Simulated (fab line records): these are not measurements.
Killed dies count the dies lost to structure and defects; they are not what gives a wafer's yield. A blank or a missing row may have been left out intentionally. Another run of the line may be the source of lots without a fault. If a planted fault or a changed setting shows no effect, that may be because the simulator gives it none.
Chamber matching	flow berkeley-cmos170	UCB170_V2_CMP_02 on cmp-02: 4 sister chambers
The step polishes SiO2. 18 wafers are shown with their chamber, then 9 later ones without.

EACH WAFER AND ITS CHAMBER
wafer	chamber	motor-current-A (A)	slurry-filter-dp-kPa (kPa)
L857.1	0	15.4	13.49
L857.2	1	14.5	13.56
L857.4	2	14.0	13.62
L861.1	3	14.6	13.30
L861.4	0	16.4	13.51
L861.5	2	14.1	13.59
L863.1	3	14.1	13.51
L863.3	2	13.6	13.60
L863.6	2	13.6	13.73
L866.3	1	13.4	13.50
L866.4	2	13.6	13.43
L866.5	2	13.3	13.67
L864.1	3	14.2	13.28
L864.3	0	15.5	13.73
L864.4	1	13.7	13.66
L875.3	0	15.6	13.22
L875.4	2	14.7	13.55
L875.5	0	15.6	13.49

SIGNATURES (averages over the wafers above)
reading	chamber 0	chamber 1	chamber 2	chamber 3	scatter within a chamber
motor-current-A	15.700	13.867	13.843	14.300	0.441
slurry-filter-dp-kPa	13.4880	13.5733	13.5986	13.3633	0.128
Rule: a wafer's distance from a chamber is the root of the sum, over the readings, of the square of ((its reading less the chamber's mean) divided by the reading's scatter). If the next closest chamber is less than 2 further off than the closest, the wafer can't be placed; otherwise it belongs to the closest. The scatter: take each reading less its chamber's mean, square it, sum over the shown wafers, divide by the number of wafers less the number of chambers, and take the root.

WAFERS MISSING THEIR CHAMBER
wafer	motor-current-A (A)	slurry-filter-dp-kPa (kPa)
L876.2	14.8	13.29
L876.3	13.8	13.49
L876.5	13.4	13.52
L878.4	16.3	13.32
L878.5	15.5	13.33
L878.6	14.1	13.72
L877.1	14.3	13.40
L877.5	13.8	13.57
L877.6	14.5	13.28

WHICH CHAMBER EACH WENT THROUGH
wafer	from the rows above	in truth
L876.2	can't be placed: 3 or 0 or 1 or 2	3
L876.3	can't be placed: 1 or 2 or 3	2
L876.5	can't be placed: 1 or 2 or 3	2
L878.4	0	0
L878.5	can't be placed: 0 or 3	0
L878.6	can't be placed: 2 or 1 or 3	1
L877.1	can't be placed: 3 or 1 or 2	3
L877.5	can't be placed: 1 or 2 or 3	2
L877.6	can't be placed: 3 or 1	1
Correct placement for 1 of the 9. Can't be placed from these rows: 8 (the true chamber is among the candidates in 8). Number placed wrongly: 0.
